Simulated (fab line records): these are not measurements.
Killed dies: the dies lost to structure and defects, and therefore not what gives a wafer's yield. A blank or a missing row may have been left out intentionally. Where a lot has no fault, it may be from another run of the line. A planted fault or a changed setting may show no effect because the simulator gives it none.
Which tool did it? | flow berkeleyCmos170 | 42 wafers from 14 lots sampled at 4 of the route's 331 steps

WHAT THE GAUGES READ, wafer by wafer
UCB170_WELLDRIVE_THK_MEAS_02.
lot  | measured    | on           | WELLDRIVE_OXIDE_THK (nm)
L539 | day 3 22:31 | filmMetro-02 | 200.0 199.1 201.9
L540 | day 3 22:31 | filmMetro-01 | 198.1 198.1 198.4
L542 | day 4 10:01 | filmMetro-02 | 197.9 195.8 193.4
L541 | day 4 14:29 | filmMetro-03 | 198.9 203.5 201.6
L543 | day 4 14:30 | filmMetro-02 | 197.0 199.1 199.3
L544 | day 5 02:43 | filmMetro-01 | 195.4 199.0 195.3
L545 | day 5 02:43 | filmMetro-03 | 200.4 198.6 202.4
L548 | day 5 09:05 | filmMetro-01 | 192.4 194.3 193.3
L546 | day 5 09:02 | filmMetro-01 | 200.8 200.4 200.9
L550 | day 5 22:31 | filmMetro-01 | 184.7 185.1 188.4
L549 | day 5 22:31 | filmMetro-03 | 186.0 184.0 186.9
L552 | day 6 11:22 | filmMetro-02 | 199.6 204.7 201.8
L556 | day 7 10:48 | filmMetro-01 | 200.2 201.0 199.5
L558 | day 7 14:18 | filmMetro-03 | 199.0 197.4 198.6

UCB170_PVT_TW_MEAS_09.
lot  | measured    | on           | PVT_TW
L539 | day 5 14:11 | filmMetro-03 | 511 515 512
L540 | day 5 13:56 | filmMetro-03 | 511 512 510
L542 | day 6 05:32 | filmMetro-03 | 515 513 514
L541 | day 6 06:35 | filmMetro-04 | 514 512 511
L543 | day 6 06:21 | filmMetro-01 | 498 501 498
L544 | day 6 21:59 | filmMetro-01 | 501 498 501
L545 | day 6 21:24 | filmMetro-01 | 498 495 499
L548 | day 7 05:50 | filmMetro-03 | 508 511 510
L546 | day 7 06:05 | filmMetro-03 | 509 514 512
L550 | day 7 11:48 | filmMetro-01 | 505 508 506
L549 | day 7 11:25 | filmMetro-01 | 504 504 506
L552 | day 8 19:35 | filmMetro-01 | 503 503 501
L556 | day 9 20:02 | filmMetro-01 | 502 502 503
L558 | day 9 19:46 | filmMetro-03 | 513 512 515

WHAT TOOL EACH LOT RAN ON (gives the tool, then ch and the chambers of the sampled wafers, and finally the start)
lot  | UCB170_PWELL_ETCH_14             | UCB170_WELLDRIVE_OXIDATION_01
L539 | rieDiel-04 ch 0,1, day 3 11:25   | furnace-04 ch 0, day 3 19:01
L540 | rieDiel-02 ch 0,3, day 3 11:40   | furnace-04 ch 0, day 3 19:01
L542 | rieDiel-02 ch 0,1,2, day 3 23:20 | furnace-01 ch 0, day 4 06:29
L541 | rieDiel-04 ch 0,2, day 4 02:14   | furnace-04 ch 0, day 4 10:59
L543 | rieDiel-02 ch 0,1,2, day 4 02:28 | furnace-04 ch 0, day 4 10:59
L544 | rieDiel-02 ch 0,1, day 4 14:28   | furnace-03 ch 0, day 4 23:12
L545 | rieDiel-04 ch 0,1, day 4 14:44   | furnace-03 ch 0, day 4 23:12
L548 | rieDiel-02 ch 0,2, day 4 22:18   | furnace-04 ch 0, day 5 05:31
L546 | rieDiel-03 ch 0,1,3, day 4 22:30 | furnace-04 ch 0, day 5 05:31
L550 | rieDiel-03 ch 1,2,3, day 5 13:25 | furnace-04 ch 0, day 5 19:01
L549 | rieDiel-02 ch 1,2,3, day 5 13:43 | furnace-04 ch 0, day 5 19:01
L552 | rieDiel-04 ch 0,2, day 5 21:28   | furnace-01 ch 0, day 6 07:52
L556 | rieDiel-02 ch 0,2, day 6 23:46   | furnace-03 ch 0, day 7 07:17
L558 | rieDiel-04 ch 2,3, day 7 01:58   | furnace-03 ch 0, day 7 10:47
- UCB170_PWELL_ETCH_14: etches Si3N4 in CH3F/Ar/O2, stops on SiO2, target depth 242 nm, time 151 s.
- UCB170_WELLDRIVE_OXIDATION_01: target thk 199 nm, ox time 9000 s.

WHAT THE TOOLS THEMSELVES READ (means of the sampled wafers that have a number; where no wafer has one, the mark that the record gives instead)
UCB170_PWELL_ETCH_14.
lot  | tool       | drypumpMotorCurrentA (A) | oesProductAu (a.u.) | throttleValvePct (%)
L539 | rieDiel-04 | 5.2                      | 0.947               | 8.14
L540 | rieDiel-02 | 5.8                      | 0.934               | 7.95
L542 | rieDiel-02 | 5.5                      | 0.944               | 7.94
L541 | rieDiel-04 | 5.6                      | 0.937               | 8.21
L543 | rieDiel-02 | 5.5                      | 0.947               | 7.94
L544 | rieDiel-02 | 5.4                      | 0.948               | 7.95
L545 | rieDiel-04 | 5.2                      | 0.951               | 8.14
L548 | rieDiel-02 | 5.5                      | 0.969               | 7.95
L546 | rieDiel-03 | 5.4                      | 0.934               | 8.08
L550 | rieDiel-03 | 5.2                      | 0.938               | 8.05
L549 | rieDiel-02 | 5.6                      | 0.949               | 7.97
L552 | rieDiel-04 | 5.4                      | 0.929               | 8.21
L556 | rieDiel-02 | 5.5                      | 0.970               | 7.95
L558 | rieDiel-04 | 5.3                      | 0.916               | 8.19

UCB170_WELLDRIVE_OXIDATION_01.
lot  | tool       | spikeTcCentreC (C) | tubeCenterTempC (C) | tube_center_temp_C_max
L539 | furnace-04 | 1100.9             | 1100                | 1102.8
L540 | furnace-04 | 1101.7             | 1100                | 1103.2
L542 | furnace-01 | 1103.5             | 1100                | 1102.6
L541 | furnace-04 | 1101.6             | 1100                | 1103.3
L543 | furnace-04 | 1102.3             | 1100                | 1102.8
L544 | furnace-03 | 1101.9             | 1100                | 1103.1
L545 | furnace-03 | 1101.9             | 1100                | 1103.5
L548 | furnace-04 | 1100.9             | 1100                | 1103.0
L546 | furnace-04 | 1101.9             | 1100                | 1102.7
L550 | furnace-04 | 1093.5             | 1092                | 1094.6
L549 | furnace-04 | 1093.3             | 1092                | 1094.3
L552 | furnace-01 | 1103.2             | 1100                | 1103.1
L556 | furnace-03 | 1102.4             | 1100                | 1102.5
L558 | furnace-03 | 1101.4             | 1100                | 1102.5

THE ANSWER, worked out from the rows above alone
Rule: the usual values come from the lots themselves. Put in order of their means at a reading, lots are off if they are a third of the lots or fewer, leave a main group of 4 or more, and stand apart from it by a gap of 3 or more times the standard deviation of the main group's means; of several such gaps the widest counts. A main group whose means are all the same, to the digits that the tables above print for the reading, isn't used. Also off: a lot with no number at a reading for which 4 or more lots have one. All remaining lots with rows at the step are treated as sound. The gauges are gone through in route order, then the tools' own readings, and for those a lot's mean is taken as printed above. The first step at which some lot is off is used, and at that step the reading that is off furthest; a lot without a number counts as furthest.
Off: L550, L549, at UCB170_WELLDRIVE_OXIDATION_01 (tube_center_temp_C_max). Mean 1102.9 and standard deviation 0.31 in the main group.
A tool fits if, at that step or a process step before it, it ran every lot that is off, and no sound lot after the first of them. One fits: furnace-04 at UCB170_WELLDRIVE_OXIDATION_01. A fault onset in the window from L546 (day 5 05:31, its last sound lot) to L549 (day 5 19:01, its first lot off) fits.
The tool's own readings at UCB170_WELLDRIVE_OXIDATION_01 bear it out: on the lots that are off they differ by more than 5 times the standard deviation of the sound lots' means. spikeTcCentreC reads 1093.4 C there against 1102.0 C on the sound lots; tubeCenterTempC reads 1092 C there against 1100 C on the sound lots; tube_center_temp_C_max reads 1094.4 there against 1102.9 on the sound lots.

WHAT HAD BEEN PUT IN BY THE SIMULATOR
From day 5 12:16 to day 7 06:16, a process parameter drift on furnace-04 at UCB170_WELLDRIVE_OXIDATION_01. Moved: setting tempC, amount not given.
Struck lots among those shown: L550, L549. The rule given above showed the same thing.
